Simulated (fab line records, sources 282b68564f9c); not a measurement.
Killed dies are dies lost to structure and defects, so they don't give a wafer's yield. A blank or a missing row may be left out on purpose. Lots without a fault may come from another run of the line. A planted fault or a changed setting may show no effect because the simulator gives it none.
A struck lot beside a sound one | flow rit_cmos | 28 steps out of a route of 202
Sound: wafers L726.1, L726.3, L726.6. Struck: wafers L736.1, L736.5, L736.6. The cause comes at the end.
At each step with rows: each side's tool, then ch and its chambers, then its first start. Under that, the readings that differ: sound wafers | struck wafers | difference of the means | sigmas: that difference in standard deviations of wafers without a fault.
alike: readings whose means differ by less than 2 such deviations, and words and numbers that are the same on both sides. not compared: withheld readings, readings that some wafer has no value for, bounds like >300 that may hide the same value, and numbers for which the record gives no deviation and whose values overlap.
The two part at a step that has a row with sigmas, a row that says differs or no value, or rows on one side only. Numbers that don't overlap but have no deviation are shown without sigmas and don't part them. A reading that every wafer of one side lacks parts them only if that side has two wafers or more.

RIT_ACTIVE_BOW_MEAS_00:
  sound on film_metro-01, day 1 10:00; struck on film_metro-03, day 3 12:00
  alike: INCOMING_BOW
RIT_ACTIVE_OXIDATION_01: target thk 46.8 nm, ox time 3360 s.
  sound on furnace-04 ch 0, day 1 10:07; struck on furnace-04 ch 0, day 3 14:07
  reading                                       | sound             | struck           | difference | sigmas
  model.SiO2_of_ACTIVE_OXIDATION_01.thk_nm (nm) | 46.95 46.68 46.41 | 46.03 41.6 40.35 | -4.02      |
  alike: spike_tc_load_C
RIT_ACTIVE_THK_MEAS_02:
  sound on film_metro-03, day 1 12:03; struck on film_metro-03, day 3 16:03
  reading               | sound          | struck         | difference | sigmas
  ACTIVE_OXIDE_THK (nm) | 46.9 46.6 46.4 | 46.1 41.6 40.3 | -4.0       | -6
then, 1 step without rows for these wafers: RIT_ACTIVE_CVD_03 (deposits Si3N4 from SiH2Cl2/NH3, target thk 150 nm, time 1500 s).
RIT_ACTIVE_THK_MEAS_04:
  sound on film_metro-01, day 1 13:32; struck on film_metro-02, day 3 17:32
  alike: ACTIVE_NITRIDE_THK
then, 6 steps without rows for these wafers: RIT_ACTIVE_HMDS_05 (prime time 60 s); RIT_ACTIVE_COAT_06 (resist thk 1000 nm); RIT_ACTIVE_SOFTBAKE_07 (time 60 s); RIT_ACTIVE_EXPOSE_08 (exposes mask M1, target cd 1400 nm); RIT_ACTIVE_PEB_09; RIT_ACTIVE_DEVELOP_10 (develop time 50 s).
RIT_ACTIVE_CD_MEAS_11: target cd 1400 nm.
  sound on cd_sem-01, day 1 14:34; struck on cd_sem-01, day 3 18:26
  alike: cd_nm
then, 1 step without rows for these wafers: RIT_ACTIVE_HARDBAKE_12 (time 60 s).
RIT_ACTIVE_ETCH_13: etches Si3N4 in SF6, stops on SiO2, time 210 s, target depth 210 nm.
  sound on rie_diel-02 ch 0,1,3, day 1 14:50; struck on rie_diel-04 ch 1,2, day 3 18:43
  alike: SF6_flow_sccm, drypump_motor_current_A, oes_product_au, throttle_valve_pct
  not compared: rf_hours_counter_h
RIT_ACTIVE_STRIP_14: strips in O2, time 180 s.
  sound on plasma_asher-04 ch 0, day 1 14:58; struck on plasma_asher-04 ch 0,1, day 3 18:50
  alike: drypump_motor_current_A
  not compared: rf_hours_counter_h
RIT_ACTIVE_CD_MEAS_90: target cd 1400 nm.
  sound on cd_sem-02, day 1 15:08; struck on cd_sem-02, day 3 19:01
  alike: cd_nm
then, 4 steps without rows for these wafers: RIT_ACTIVE_CLEAN_15 (cleans in SC1, time 600 s); RIT_ACTIVE_CLEAN_16 (cleans in dHF, time 30 s); RIT_ACTIVE_CLEAN_17 (cleans in SC2, time 600 s); RIT_FOX1_OXIDATION_00 (target thk 350.7 nm, ox time 1130 s).
RIT_FOX1_THK_MEAS_01:
  sound on film_metro-03, day 1 18:34; struck on film_metro-04, day 3 21:01
  alike: FOX1_OXIDE_THK
then, 2 steps without rows for these wafers: RIT_FOX1_WET_ETCH_02 (etches SiO2 in BOE, target depth 350 nm, time 390 s); RIT_FOX2_OXIDATION_00 (target thk 350.7 nm, ox time 1130 s).
RIT_FOX2_THK_MEAS_01:
  sound on film_metro-03, day 1 20:08; struck on film_metro-03, day 3 22:57
  reading             | sound       | struck      | difference | sigmas
  FOX2_OXIDE_THK (nm) | 356 352 352 | 343 334 341 | -14        | -2
then, 1 step without rows for these wafers: RIT_FOX2_CLEAN_02 (cleans in dHF, time 180 s).
RIT_FOX2_WET_ETCH_03: etches Si3N4 in H3PO4, target depth 195 nm, time 2700 s.
  sound on wet_bench-01 ch 2, day 1 20:16; struck on wet_bench-01 ch 0, day 3 23:04
  reading                                       | sound             | struck            | difference | sigmas
  model.SiO2_of_ACTIVE_OXIDATION_01.thk_nm (nm) | 41.74 41.11 40.46 | 39.51 37.18 34.44 | -4.06      |
RIT_FOX2_THK_MEAS_90:
  sound on film_metro-04, day 1 21:01; struck on film_metro-03, day 3 23:50
  reading                     | sound       | struck      | difference | sigmas
  FIELD_OXIDE_LEFT_1_THK (nm) | 329 325 325 | 317 307 314 | -14        | -2
RIT_M1_PROBE_99:
  sound on prober-01, day 3 14:11; struck on prober-01, day 5 13:48
  reading                             | sound          | struck         | difference | sigmas
  model.etest.pldd.width_nm (nm)      | 3152 3175 3192 | 3193 3240 3237 | +50        |
  model.etest.pplus_sal.width_nm (nm) | 3432 3411 3438 | 3442 3467 3466 | +31        |
  alike: killed_at_contacts, killed_at_front_end, killed_dies, killed_open, killed_short
  not compared: model.etest.nldd.width_nm, model.etest.nplus_sal.width_nm, model.etest.nmos_narrow.drive_ua_um, model.etest.pmos_narrow.drive_ua_um

WHERE THEY PART
First at RIT_ACTIVE_THK_MEAS_02; last, within this record, at RIT_FOX2_THK_MEAS_90. Later steps at which nothing parts them and some readings are alike: RIT_M1_PROBE_99.

WHY: what the simulator had put in
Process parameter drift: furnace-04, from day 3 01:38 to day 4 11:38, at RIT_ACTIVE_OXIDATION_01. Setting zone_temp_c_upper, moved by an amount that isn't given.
